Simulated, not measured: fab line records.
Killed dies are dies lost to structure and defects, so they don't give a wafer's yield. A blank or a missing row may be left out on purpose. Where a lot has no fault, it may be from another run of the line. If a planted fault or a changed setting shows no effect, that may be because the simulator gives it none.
Lot-split experiment	flow berkeley-cmos170	on a route of 331 steps: 5 lots, 23 wafers read

THE SPLIT ITSELF
At UCB170_NLDD_IMPLANT_09, the setting energy-kev was moved away from the recipe's 30 on 8 of the 23 wafers read, by -4.0% to +4.1%. All remaining wafers had this setting at the recipe value.

The reading comes from the split's own step.

THE READING
In nm, at UCB170_NLDD_IMPLANT_09: implant.drp-nm, which is the simulator's own figure and was read by no gauge. There is no usual value for it anywhere in the file.

wafer	tool, chamber at the split	energy-kev as run	against the recipe	implant.drp-nm, nm	against lot-mates on the recipe
L074.1	implanter-02, 0	31.23	+4.1%	9.898	+0.287
L074.2	implanter-02, 0	31.23	+4.1%	9.898	+0.287
L074.3	implanter-02, 0	30	recipe	9.611	-
L074.4	implanter-02, 0	30	recipe	9.611	-
L074.6	implanter-02, 0	30	recipe	9.611	-
L077.1	implanter-01, 0	30	recipe	9.611	-
L077.2	implanter-01, 0	30	recipe	9.611	-
L077.3	implanter-01, 0	28.79	-4.0%	9.328	-0.283
L077.4	implanter-01, 0	28.79	-4.0%	9.328	-0.283
L077.6	implanter-01, 0	28.79	-4.0%	9.328	-0.283
L080.2	implanter-01, 0	30	recipe	9.611	-
L080.3	implanter-01, 0	30	recipe	9.611	-
L080.6	implanter-01, 0	30	recipe	9.611	-
L084.1	implanter-01, 0	30	recipe	9.611	-
L084.2	implanter-01, 0	30	recipe	9.611	-
L084.3	implanter-01, 0	30	recipe	9.611	-
L084.4	implanter-01, 0	30	recipe	9.611	-
L084.6	implanter-01, 0	30	recipe	9.611	-
L085.1	implanter-03, 0	30	recipe	9.611	-
L085.5	implanter-03, 0	30	recipe	9.611	-
L085.2	implanter-03, 0	29.55	-1.5%	9.505	-0.106
L085.3	implanter-03, 0	29.55	-1.5%	9.505	-0.106
L085.4	implanter-03, 0	29.55	-1.5%	9.505	-0.106

THE FIT
A straight line over all 23 wafers: implant.drp-nm changes by +0.0701 nm for each +1% of energy-kev; r = +1.00; the points scatter about the line by 0.0003 nm.
The same after taking each lot's own level away (the mean of its wafers on the recipe; 23 wafers): +0.0701 nm for each +1%; r = +1.00; scatter 0.0003 nm.
The reading moves by 0.29 nm for the largest change in energy-kev, on that fit.
The lots' own levels span 9.6110 to 9.6110 nm.
So the lot-to-lot level changes the slope little: the two slopes agree.
Check: with one of the wafers moved furthest among these (+4.1%) left out of the fit, the line predicts +0.287 nm for it against its lot-mates. It came out at +0.287 nm against them.

THE WHOLE CHAIN: every reading that the file lists as answering this split, in the file's order
step	what it does	reading	change (the file's fit)	r (the file's)
UCB170_NLDD_IMPLANT_09		implant.rp-nm (the simulator's own value, which no gauge read)	+0.164 nm for each +1% of the setting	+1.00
UCB170_NLDD_IMPLANT_09		implant.drp-nm (the simulator's own value, which no gauge read)	+0.0702 nm for each +1% of the setting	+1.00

THE FILE'S OWN FIT
implant.drp-nm changes by +0.0702 nm for each +1% of energy-kev, r = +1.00.
